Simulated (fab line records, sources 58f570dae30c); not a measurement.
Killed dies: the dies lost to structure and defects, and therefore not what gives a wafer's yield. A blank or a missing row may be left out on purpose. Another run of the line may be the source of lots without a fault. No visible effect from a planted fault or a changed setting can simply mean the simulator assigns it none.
A single fault, viewed from 2 desks -- flow berkeley cmos170 -- numbers are kept per desk, each desk with only its own; the story behind them comes last

## METROLOGY DESK
Means of the sampled wafers that have a number, per lot and without regard to the tool the lot ran on: this is what the gauges read. A lot is out of limits, marked OUT, if its mean lies more than 4 standard deviations from the usual mean; the brackets give that distance.
Columns: A = NWELL_OVL at UCB170_NWELL_OVL_MEAS_12, usual 4 nm; B = PFIELD_TW at UCB170_PFIELD_TW_MEAS_09, usual 605
lot,first seen here,A,B
L534,day 2 10:40,1,609
L536,day 2 19:07,10,610
L537,day 3 06:21,2,600
L538,day 3 21:10,11,597
L541,day 4 11:07,-0,607
L540,day 4 11:13,-1,605
L542,day 4 15:23,6,600
L544,day 4 17:44,8,606
L546,day 5 05:16,5,610
L547,day 5 05:58,3,599
L550,day 5 23:21,5,606
L552,day 6 03:14,-4,597
L553,day 6 07:32,-2,604
L554,day 6 18:14,2,606
Result from this desk: across the 14 lots, nothing is out of limits.

## TOOL OWNER'S DESK, rie diel-04
The tool's own readings at UCB170_PWELL_ETCH_14 (etches Si3N4 in CH3F/Ar/O2, stops on SiO2, target depth 242 nm, time 151 s): means of the sampled wafers that have a number, for each lot that ran on this tool. A lot is out of limits, marked OUT, if its mean lies more than 4 standard deviations from the usual mean; the brackets give that distance.
Columns: A = O2_flow_sccm at UCB170_PWELL_ETCH_14, usual 6.998 sccm; B = drypump motor current A at UCB170_PWELL_ETCH_14, usual 5.6 A; C = oes product au at UCB170_PWELL_ETCH_14, usual 0.946 a.u.; D = throttle valve pct at UCB170_PWELL_ETCH_14, usual 8.05 %
lot,first seen here,A,B,C,D
L544,day 5 15:17,6.999,5.6,0.956,8.08
L546,day 5 22:17,6.995,5.9,0.956,8.13
L547,day 6 05:58,6.997,5.6,0.962,8.01
L550,day 6 22:45,7.020,6.0,0.932,8.28
L553,day 7 06:37,7.006,6.2,0.925,8.31
Result from this desk: across the 5 lots, nothing is out of limits.

## BROUGHT TOGETHER
Nothing out of limits was seen by the metrology desk.
The desk of the tool owner found nothing out of limits.

## WHAT THE SIMULATOR HAD PUT IN
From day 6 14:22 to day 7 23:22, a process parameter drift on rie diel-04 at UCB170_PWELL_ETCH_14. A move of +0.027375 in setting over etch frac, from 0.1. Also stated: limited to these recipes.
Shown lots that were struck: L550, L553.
